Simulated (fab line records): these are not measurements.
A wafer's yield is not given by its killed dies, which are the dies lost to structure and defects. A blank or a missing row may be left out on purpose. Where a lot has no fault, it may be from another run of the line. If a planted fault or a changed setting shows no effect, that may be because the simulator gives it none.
2 desks looking at one fault ; flow berkeleyCmos170 ; numbers are kept per desk, each desk with only its own; the story behind them comes last

== FROM THE METROLOGY DESK ==
Lot by lot, what the gauges showed, no matter which tool ran the lot: averages of those sampled wafers that carry a number. Any lot whose mean is over 4 standard deviations away from the usual mean is out of limits and marked OUT; that distance is given in the brackets.
Columns: A = cdNm at UCB170_M2_CD_MEAS_90, usual 700.1 nm; B = cdNm at UCB170_V2_CD_MEAS_12, usual 700.0 nm
lot;first seen here;A;B
L791;day 7 04:41;702.5;699.4
L792;day 7 07:53;701.5;701.0
L793;day 7 23:50;702.3;699.5
L794;day 8 00:26;699.2;699.4
L800;day 9 03:02;702.0;699.1
L801;day 9 07:14;704.7;701.4
L802;day 9 19:50;698.7;701.0
L803;day 9 21:08;697.5;699.2
L808;day 11 05:17;700.7;700.0
L809;day 11 10:23;702.9;698.5
L811;day 11 13:41;701.5;698.0
L812;day 11 14:43;700.5;699.6
L813;day 12 01:49;698.6;701.8
L814;day 12 16:58;699.3;701.4
Finding of this desk: none of the 14 lots has anything out of limits.

== THE TOOL OWNER'S DESK: lithoTrack-01 ==
UCB170_M2_COAT_09, tool's own readings: per-lot mean of the sampled wafers with a number, covering each lot this tool ran. Any lot whose mean is over 4 standard deviations away from the usual mean is out of limits and marked OUT; that distance is given in the brackets.
Columns: A = spinSpeedRpm at UCB170_M2_COAT_09, usual 3000.3 rpm
lot;first seen here;A
L791;day 7 03:22;2999.0
L793;day 7 22:04;3000.7
L801;day 9 05:48;3119.7 (+63) OUT
L802;day 9 18:14;3118.3 (+62) OUT
L813;day 12 00:22;3002.1
L814;day 12 15:20;3000.6
This desk's verdict: out of limits on L801, L802, starting with L801 at day 9 05:48 (spinSpeedRpm at UCB170_M2_COAT_09). L791, L793, L813, L814 stayed within limits.

== ALL TOGETHER ==
The tool owner's desk had the chance to raise an alarm at day 9 05:48 on L801, L802.
Nothing out of limits was seen by the metrology desk.
The metrology desk holds a record of L801, L802, inside its limits.
Every lot named ran UCB170_M2_COAT_09 on lithoTrack-01.

== WHAT THE SIMULATOR PUT IN ==
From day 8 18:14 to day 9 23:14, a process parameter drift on lithoTrack-01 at UCB170_M2_COAT_09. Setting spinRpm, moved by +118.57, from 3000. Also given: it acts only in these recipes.
Shown lots that were struck: L801, L802.
Each desk's first reading out of limits, in hours after the fault started: the tool owner's desk, 12.
